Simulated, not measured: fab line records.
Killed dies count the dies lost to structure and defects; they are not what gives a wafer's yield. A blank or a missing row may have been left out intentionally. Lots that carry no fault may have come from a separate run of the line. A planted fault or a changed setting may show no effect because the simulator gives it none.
One fault seen from 2 desks ; flow berkeley cmos170 ; each desk holds nothing but its own numbers, with what lay behind them at the end

AT THE TOOL OWNER'S DESK: rtp anneal-01
The tool's own readings at UCB170_CONTACT_RTA_08 (time 10 s): means of the sampled wafers that have a number, for each lot that ran on this tool. Marked OUT: a lot whose mean sits more than 4 standard deviations from the usual mean, which makes it out of limits; the brackets give that distance.
Columns: A = chamber o2 ppm at UCB170_CONTACT_RTA_08, usual 1.999; B = lamp power pct at UCB170_CONTACT_RTA_08, usual 22.2 %; C = wafer_temp_C_max at UCB170_CONTACT_RTA_08, usual 905.5
lot;first seen here;A;B;C
L554;day 8 14:22;2.016;23.2;904.5
L557;day 9 01:36;1.997;22.2;891.7 (-15) OUT
L559;day 9 08:02;1.993;22.2;890.6 (-16) OUT
Finding of this desk: L557, L559 out of limits; the first was L557 at day 9 01:36, on wafer_temp_C_max at UCB170_CONTACT_RTA_08. Within limits: L554.

METROLOGY DESK
What the gauges read, lot by lot, whatever tool the lot ran on: means of the sampled wafers that have a number. Marked OUT: a lot whose mean sits more than 4 standard deviations from the usual mean, which makes it out of limits; the brackets give that distance.
Columns: A = SILICIDE_TI_RS at UCB170_SILICIDE_RS_MEAS_02, usual 26.0 ohm/sq; B = SILICIDE_TI_THK at UCB170_SILICIDE_THK_MEAS_03, usual 29.7 nm; C = CONTACT_PSG_THK at UCB170_CONTACT_THK_MEAS_02, usual 701 nm
lot;first seen here;A;B;C
L554;day 8 11:06;25.7;30.0;695
L552;day 8 11:49;26.0;29.7;703
L557;day 8 20:48;26.1;29.7;702
L559;day 9 04:22;25.9;29.8;697
L563;day 10 05:26;26.5;29.4;697
L564;day 10 06:01;26.3;29.4;697
This desk's finding: nothing out of limits on any of the 6 lots.

ALL TOGETHER
At day 9 01:36, on L557, L559, the tool owner's desk was in a position to raise an alarm.
At the metrology desk, nothing out of limits was observed.
The metrology desk holds a record of L557, L559, inside its limits.
All the named lots went through UCB170_CONTACT_RTA_08 on rtp anneal-01.

WHAT WAS PUT IN BY THE SIMULATOR
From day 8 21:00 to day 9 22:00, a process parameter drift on rtp anneal-01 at UCB170_CONTACT_RTA_08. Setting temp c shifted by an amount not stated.
Lots struck among those shown: L557, L559.
How many hours passed from the start of the fault until each desk's first out-of-limits reading: the tool owner's desk, 5.
